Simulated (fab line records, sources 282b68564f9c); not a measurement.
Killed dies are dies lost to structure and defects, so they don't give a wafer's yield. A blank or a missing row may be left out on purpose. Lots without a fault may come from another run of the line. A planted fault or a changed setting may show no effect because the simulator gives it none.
A struck lot beside a sound one | flow rit_cmos | 18 steps out of a route of 202
Sound: wafers L450.1, L450.3, L450.6. Struck: wafers L465.1, L465.2, L465.4. The cause comes at the end.
At each step with rows: each side's tool, then ch and its chambers, then its first start. Under that, the readings that differ: sound wafers | struck wafers | difference of the means | sigmas: that difference in standard deviations of wafers without a fault.
alike: readings whose means differ by less than 2 such deviations, and words and numbers that are the same on both sides. not compared: withheld readings, readings that some wafer has no value for, bounds like >300 that may hide the same value, and numbers for which the record gives no deviation and whose values overlap.
The two part at a step that has a row with sigmas, a row that says differs or no value, or rows on one side only. Numbers that don't overlap but have no deviation are shown without sigmas and don't part them. A reading that every wafer of one side lacks parts them only if that side has two wafers or more.

first, 2 steps without rows for these wafers: RIT_NWELL_HARDBAKE_07 (time 120 s); RIT_NWELL_IMPLANT_08.
RIT_NWELL_STRIP_09: strips in O2, time 180 s.
  sound on plasma_asher-04 ch 0,1, day 2 09:33; struck on plasma_asher-04 ch 0,1, day 5 09:57
  alike: chamber_pressure_mTorr, drypump_motor_current_A
  not compared: rf_hours_counter_h
RIT_NWELL_TW_MEAS_10:
  sound on film_metro-04, day 2 09:43; struck on film_metro-04, day 5 10:07
  alike: NWELL_TW
then, 6 steps without rows for these wafers: RIT_PWELL_HMDS_00 (prime time 60 s); RIT_PWELL_COAT_01 (resist thk 1300 nm); RIT_PWELL_SOFTBAKE_02 (time 60 s); RIT_PWELL_EXPOSE_03 (exposes mask M3, target cd 43700 nm); RIT_PWELL_PEB_04; RIT_PWELL_DEVELOP_05 (develop time 68 s).
RIT_PWELL_OVL_MEAS_06:
  sound on overlay-02, day 2 10:40; struck on overlay-01, day 5 11:04
  alike: PWELL_OVL
then, 1 step without rows for these wafers: RIT_PWELL_HARDBAKE_07 (time 120 s).
RIT_PWELL_IMPLANT_08:
  sound on implanter-04 ch 0, day 2 10:57; struck on implanter-02 ch 0, day 5 11:21
  reading            | sound                        | struck                        | difference | sigmas
  dose_ions_cm2      | 6.99e+13 6.996e+13 7.005e+13 | 9.095e+13 9.103e+13 9.105e+13 | +2.104e+13 | +99 or more
  faraday_current_uA | 227 221 213                  | 288 290 285                   | +67        | +14
RIT_PWELL_STRIP_09: strips in O2, time 180 s.
  sound on plasma_asher-04 ch 0, day 2 11:06; struck on plasma_asher-04 ch 0,1, day 5 11:30
  alike: chamber_pressure_mTorr, drypump_motor_current_A
  not compared: rf_hours_counter_h
RIT_PWELL_TW_MEAS_10:
  sound on film_metro-03, day 2 11:17; struck on film_metro-04, day 5 11:54
  reading  | sound       | struck         | difference | sigmas
  PWELL_TW | 956 954 954 | 1013 1020 1014 | +61        | +5
  not compared: hold
RIT_WELLDRIVE_RS_MEAS_01: measures by four-point-probe.
  sound on film_metro-02, day 2 17:52; struck on film_metro-03, day 5 17:35
  alike: NWELL_RS
RIT_WELLDRIVE_RS_MEAS_02: measures by four-point-probe.
  sound on film_metro-02, day 2 17:59; struck on film_metro-03, day 5 18:00
  reading           | sound             | struck            | difference | sigmas
  PWELL_RS (ohm/sq) | 429.6 429.3 427.3 | 363.8 363.8 363.8 | -64.9      | -38
  not compared: hold
RIT_M1_PROBE_99:
  the record has rows for the struck wafers here (prober-01, day 7 05:27) and none for the sound ones

WHERE THEY PART
First at RIT_PWELL_IMPLANT_08; last, within this record, at RIT_M1_PROBE_99.

WHY: what the simulator had put in
Process parameter drift: implanter-02, from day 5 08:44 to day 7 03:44, at RIT_PWELL_IMPLANT_08. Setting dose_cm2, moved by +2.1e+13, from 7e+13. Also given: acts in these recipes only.
